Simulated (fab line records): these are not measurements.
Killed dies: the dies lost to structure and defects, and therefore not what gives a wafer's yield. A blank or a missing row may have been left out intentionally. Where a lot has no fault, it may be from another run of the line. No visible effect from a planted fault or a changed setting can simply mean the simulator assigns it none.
Check of tool commonality :: flow rit cmos :: 48 wafers sampled across 16 lots

## REASON IT WAS OPENED
4 of 16 lots carry a flag on the reading M1_AL_RS at RIT_M1_RS_MEAS_01. No-fault wafers: 0.0712 ohm/sq, standard deviation 0.00075.
Rule: flag the lot when none of its wafers has a number, or when each of its wafers that has one lies beyond 4 standard deviations from that mean. All remaining lots are regarded as sound.

lot: L956
measured: day 3 07:07
on: film metro-02
M1_AL_RS (ohm/sq), wafer by wafer: 0.0701 0.0707 0.0706
flag: 

lot: L957
measured: day 3 10:10
on: film metro-04
M1_AL_RS (ohm/sq), wafer by wafer: 0.0706 0.0709 0.0717
flag: 

lot: L958
measured: day 3 14:27
on: film metro-02
M1_AL_RS (ohm/sq), wafer by wafer: 0.0706 0.0707 0.0712
flag: 

lot: L959
measured: day 3 21:51
on: film metro-04
M1_AL_RS (ohm/sq), wafer by wafer: 0.0712 0.0706 0.0714
flag: 

lot: L960
measured: day 4 05:23
on: film metro-01
M1_AL_RS (ohm/sq), wafer by wafer: 0.0711 0.0713 0.0715
flag: 

lot: L961
measured: day 4 08:05
on: film metro-02
M1_AL_RS (ohm/sq), wafer by wafer: 0.0707 0.0701 0.0704
flag: 

lot: L962
measured: day 4 13:14
on: film metro-04
M1_AL_RS (ohm/sq), wafer by wafer: 0.0710 0.0719 0.0717
flag: 

lot: L966
measured: day 5 11:50
on: film metro-01
M1_AL_RS (ohm/sq), wafer by wafer: 0.0894 0.0896 0.0888
flag: FLAGGED

lot: L968
measured: day 5 19:46
on: film metro-04
M1_AL_RS (ohm/sq), wafer by wafer: 0.0910 0.0888 0.0893
flag: FLAGGED

lot: L969
measured: day 5 23:43
on: film metro-04
M1_AL_RS (ohm/sq), wafer by wafer: 0.0716 0.0718 0.0723
flag: 

lot: L970
measured: day 6 05:02
on: film metro-04
M1_AL_RS (ohm/sq), wafer by wafer: 0.0892 0.0897 0.0895
flag: FLAGGED

lot: L971
measured: day 6 12:52
on: film metro-02
M1_AL_RS (ohm/sq), wafer by wafer: 0.0884 0.0878 0.0892
flag: FLAGGED

lot: L972
measured: day 6 14:58
on: film metro-02
M1_AL_RS (ohm/sq), wafer by wafer: 0.0709 0.0705 0.0709
flag: 

lot: L975
measured: day 7 05:06
on: film metro-04
M1_AL_RS (ohm/sq), wafer by wafer: 0.0722 0.0713 0.0723
flag: 

lot: L977
measured: day 7 14:11
on: film metro-02
M1_AL_RS (ohm/sq), wafer by wafer: 0.0714 0.0718 0.0710
flag: 

lot: L979
measured: day 8 00:03
on: film metro-04
M1_AL_RS (ohm/sq), wafer by wafer: 0.0713 0.0702 0.0706
flag: 
The mean of the flagged lots' numbers is 0.0892 ohm/sq, +0.0180 ohm/sq from the usual (+24 standard deviations).

## WHICH TOOL EACH LOT WENT THROUGH
The record holds 1 process step before the reading, out of a route of 202 steps. Read each cell as the tool, then ch plus the chambers that the sampled wafers visited, then the start.
lot: L956
flag: 
RIT_M1_SPUTTER_00: pvd sputter-03, day 3 06:43

lot: L957
flag: 
RIT_M1_SPUTTER_00: pvd sputter-02, day 3 09:52

lot: L958
flag: 
RIT_M1_SPUTTER_00: pvd sputter-03, day 3 14:07

lot: L959
flag: 
RIT_M1_SPUTTER_00: pvd sputter-02, day 3 21:33

lot: L960
flag: 
RIT_M1_SPUTTER_00: pvd sputter-03, day 4 05:05

lot: L961
flag: 
RIT_M1_SPUTTER_00: pvd sputter-02, day 4 07:47

lot: L962
flag: 
RIT_M1_SPUTTER_00: pvd sputter-03, day 4 12:54

lot: L966
flag: FLAGGED
RIT_M1_SPUTTER_00: pvd sputter-03, day 5 11:31

lot: L968
flag: FLAGGED
RIT_M1_SPUTTER_00: pvd sputter-03, day 5 19:28

lot: L969
flag: 
RIT_M1_SPUTTER_00: pvd sputter-04, day 5 23:26

lot: L970
flag: FLAGGED
RIT_M1_SPUTTER_00: pvd sputter-03, day 6 04:43

lot: L971
flag: FLAGGED
RIT_M1_SPUTTER_00: pvd sputter-03, day 6 12:34

lot: L972
flag: 
RIT_M1_SPUTTER_00: pvd sputter-02, day 6 14:41

lot: L975
flag: 
RIT_M1_SPUTTER_00: pvd sputter-04, day 7 04:49

lot: L977
flag: 
RIT_M1_SPUTTER_00: pvd sputter-04, day 7 13:53

lot: L979
flag: 
RIT_M1_SPUTTER_00: pvd sputter-04, day 7 23:46
These steps, and what they do:
- RIT_M1_SPUTTER_00: material Al, target thk 400 nm, time 500 s.
- RIT_M1_RS_MEAS_01: measures by four-point-probe.

## FLAGGED OVER TOTAL, TOOL BY TOOL (the gauges that took the reading come last)
step: RIT_M1_SPUTTER_00
tool: pvd sputter-02
lots run: 4
flagged: 0
share of the flagged lots: none
sound lots run after its first flagged lot: -

step: RIT_M1_SPUTTER_00
tool: pvd sputter-03
lots run: 8
flagged: 4
share of the flagged lots: all
sound lots run after its first flagged lot: 0

step: RIT_M1_SPUTTER_00
tool: pvd sputter-04
lots run: 4
flagged: 0
share of the flagged lots: none
sound lots run after its first flagged lot: -

step: RIT_M1_RS_MEAS_01
tool: film metro-01
lots run: 2
flagged: 1
share of the flagged lots: some
sound lots run after its first flagged lot: 0

step: RIT_M1_RS_MEAS_01
tool: film metro-02
lots run: 6
flagged: 1
share of the flagged lots: some
sound lots run after its first flagged lot: 2 (L972,L977)

step: RIT_M1_RS_MEAS_01
tool: film metro-04
lots run: 8
flagged: 2
share of the flagged lots: some
sound lots run after its first flagged lot: 3 (L969,L975,L979)

## WHAT IS ALLOWED BY THE TABLE
1 row of the table ran every flagged lot: pvd sputter-03 at RIT_M1_SPUTTER_00.
- pvd sputter-03 at RIT_M1_SPUTTER_00 ran 8 lots, 4 of them flagged. Its last sound lot is L962 (day 4 12:54), its first flagged lot L966 (day 5 11:31): a fault that began between those two fits.
One tool is left: pvd sputter-03 at RIT_M1_SPUTTER_00.

## WHAT HAD BEEN PUT IN BY THE SIMULATOR
Site profile drift: pvd sputter-03, from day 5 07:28 on, at RIT_M1_SPUTTER_00. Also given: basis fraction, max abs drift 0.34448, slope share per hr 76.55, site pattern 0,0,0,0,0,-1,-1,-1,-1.
Lots struck among those shown: L966, L968, L970, L971. The rule given above showed the same thing.
